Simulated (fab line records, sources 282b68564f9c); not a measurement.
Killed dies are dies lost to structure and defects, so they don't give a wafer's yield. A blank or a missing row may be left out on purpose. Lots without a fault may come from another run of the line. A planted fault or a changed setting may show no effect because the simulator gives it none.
One fault seen from 2 desks | flow rit_cmos | each desk has only its own numbers; what lay behind them comes last

THE METROLOGY DESK
What the gauges read, lot by lot, whatever tool the lot ran on: means of the sampled wafers that have a number. A lot is out of limits, marked OUT, if its mean lies more than 4 standard deviations from the usual mean; the brackets give that distance.
Columns: A = FOX2_OXIDE_THK at RIT_FOX2_THK_MEAS_01, usual 348 nm; B = NRETRO_OVL at RIT_NRETRO_OVL_MEAS_06, usual 1.8 nm; C = GATE_OXIDE_THK at RIT_GATE_THK_MEAS_07, usual 2.99 nm
lot  | first seen here | A   | B    | C
L157 | day 2 03:40     | 343 | 2.0  | 2.94
L159 | day 2 11:33     | 351 | 2.2  | 3.04
L160 | day 2 16:00     | 343 | 2.9  | 2.94
L161 | day 2 21:34     | 341 | 1.0  | 2.94
L163 | day 3 06:23     | 355 | 2.3  | 3.09
L165 | day 3 16:48     | 347 | -0.2 | 2.96
L168 | day 4 06:26     | 343 | 1.2  | 2.97
L172 | day 5 02:53     | 348 | 4.0  | 2.92
L173 | day 5 09:08     | 353 | 3.3  | 3.01
L174 | day 5 13:27     | 347 | 1.3  | 3.00
L175 | day 5 17:31     | 341 | 2.5  | 2.99
L176 | day 5 22:49     | 348 | 3.1  | 2.99
L177 | day 6 03:22     | 357 | 2.3  | 3.04
L178 | day 6 10:07     | 357 | 1.9  | 2.98
This desk's finding: nothing out of limits on any of the 14 lots.

THE TOOL OWNER'S DESK: plasma_asher-02
The tool's own readings at RIT_PWELL_STRIP_09 (strips in O2, time 180 s): means of the sampled wafers that have a number, for each lot that ran on this tool. A lot is out of limits, marked OUT, if its mean lies more than 4 standard deviations from the usual mean; the brackets give that distance.
Columns: A = chamber_pressure_mTorr at RIT_PWELL_STRIP_09, usual 4000 mTorr; B = drypump_motor_current_A at RIT_PWELL_STRIP_09, usual 5.6 A; C = o2_flow_sccm at RIT_PWELL_STRIP_09, usual 4000 sccm
lot  | first seen here | A    | B   | C
L157 | day 2 07:52     | 3997 | 5.7 | 4005
L161 | day 3 01:32     | 3999 | 5.9 | 3994
L165 | day 3 21:17     | 3998 | 5.9 | 4007
L168 | day 4 10:34     | 4003 | 5.9 | 3465 (-54) OUT
L172 | day 5 06:48     | 4000 | 5.8 | 3603 (-40) OUT
This desk's finding: out of limits on L168, L172; first on L168, day 4 10:34 (o2_flow_sccm at RIT_PWELL_STRIP_09). In limits: L157, L161, L165.

PUT TOGETHER
The tool owner's desk could have raised an alarm at day 4 10:34, on L168, L172.
The metrology desk saw nothing out of limits.
The metrology desk has L168, L172 on record, within its limits.
Of the lots named, all ran RIT_PWELL_STRIP_09 on plasma_asher-02.

WHAT THE SIMULATOR HAD PUT IN
Process parameter drift: plasma_asher-02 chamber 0, from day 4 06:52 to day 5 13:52, at RIT_PWELL_STRIP_09. Setting o2_flow_sccm, moved by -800, from 4000. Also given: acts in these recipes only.
Lots struck among those shown: L168, L172.
Hours from the fault's start to each desk's first reading out of limits: the tool owner's desk, 4.
